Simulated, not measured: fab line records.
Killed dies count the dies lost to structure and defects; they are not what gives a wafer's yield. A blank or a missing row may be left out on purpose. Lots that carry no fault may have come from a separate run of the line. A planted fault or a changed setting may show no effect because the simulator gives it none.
Split-lot study | flow berkeley cmos170 | 23 wafers read across 5 lots, on a route 331 steps long

## ABOUT THE SPLIT
At UCB170_FIELD_OXIDATION_01 (target thk 558.3 nm, ox time 7200 s), the setting temp c was moved away from the recipe's 1000 C on 15 of the 23 wafers read, by -2.4% to +2.2%. For the rest of the wafers, this setting stayed at what the recipe calls for.

## FROM THE SPLIT TO THE READING: what the file shows between them, 5 steps
- UCB170_FIELD_THK_MEAS_02
- UCB170_FIELD_ANNEAL_03: time 1200 s
- UCB170_FIELD_WET_ETCH_04: etches SiO2 in dHF, time 60 s
- UCB170_FIELD_WET_ETCH_05: etches Si3N4 in H3PO4, time 12600 s
- UCB170_FIELD_WET_ETCH_06: etches SiO2 in BOE, time 22 s

## THE READING
Values of FIELD_OXIDE_LEFT_1_THK in nm from UCB170_FIELD_THK_MEAS_90. Typical for fault-free wafers on this fab line: 441 nm, with standard deviation 10 nm.

wafer  | tool, chamber at the split | temp c as run, C | against the recipe | FIELD_OXIDE_LEFT_1_THK, nm | against lot-mates on the recipe
L075.1 | -, -                       | 1000             | recipe             | 431                        | -
L075.3 | -, -                       | 1000             | recipe             | 435                        | -
L075.4 | -, -                       | 1000             | recipe             | 440                        | -
L075.5 | -, -                       | 1000             | recipe             | 435                        | -
L075.6 | -, -                       | 1000             | recipe             | 440                        | -
L078.1 | furnace-01, 0              | 1000             | recipe             | 451                        | -
L078.5 | furnace-01, 0              | 1000             | recipe             | 447                        | -
L078.6 | furnace-01, 0              | 1000             | recipe             | 468                        | -
L082.1 | -, -                       | 979.5            | -2.0%              | 361                        | no lot-mate on the recipe
L082.2 | -, -                       | 979.5            | -2.0%              | 353                        | no lot-mate on the recipe
L082.3 | -, -                       | 979.5            | -2.0%              | 363                        | no lot-mate on the recipe
L082.5 | -, -                       | 979.5            | -2.0%              | 365                        | no lot-mate on the recipe
L082.6 | -, -                       | 979.5            | -2.0%              | 360                        | no lot-mate on the recipe
L084.1 | -, -                       | 1022             | +2.2%              | 527                        | no lot-mate on the recipe
L084.2 | -, -                       | 1022             | +2.2%              | 526                        | no lot-mate on the recipe
L084.3 | -, -                       | 1022             | +2.2%              | 534                        | no lot-mate on the recipe
L084.4 | -, -                       | 1022             | +2.2%              | 534                        | no lot-mate on the recipe
L084.6 | -, -                       | 1022             | +2.2%              | 530                        | no lot-mate on the recipe
L085.1 | -, -                       | 976.4            | -2.4%              | 351                        | no lot-mate on the recipe
L085.2 | -, -                       | 976.4            | -2.4%              | 352                        | no lot-mate on the recipe
L085.4 | -, -                       | 976.4            | -2.4%              | 362                        | no lot-mate on the recipe
L085.5 | -, -                       | 976.4            | -2.4%              | 355                        | no lot-mate on the recipe
L085.6 | -, -                       | 976.4            | -2.4%              | 356                        | no lot-mate on the recipe

FIT RESULTS
A straight line over all 23 wafers: FIELD_OXIDE_LEFT_1_THK changes by +39 nm for each +1% of temp c; r = +0.99; the points scatter about the line by 8 nm.
Too few moved wafers have a lot-mate on the recipe to fit a line with each lot's own level taken away.

## THE WHOLE CHAIN: every reading that the file lists as answering this split, in the file's order
step                      | what it does                        | reading                                                                            | change (the file's fit)              | r (the file's)
UCB170_FIELD_OXIDATION_01 | target thk 558.3 nm, ox time 7200 s | SiO2_of_FIELD_OXIDATION_01.thk nm (the simulator's own value, which no gauge read) | +38.6 nm for each +1% of the setting | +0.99
UCB170_FIELD_THK_MEAS_02  |                                     | FIELD_OXIDE_THK                                                                    | +38.6 for each +1% of the setting    | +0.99
UCB170_FIELD_THK_MEAS_90  |                                     | FIELD_OXIDE_LEFT_1_THK                                                             | +39 for each +1% of the setting      | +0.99

## THE FILE'S OWN FIT
FIELD_OXIDE_LEFT_1_THK changes by +39 nm for each +1% of temp c, r = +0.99.
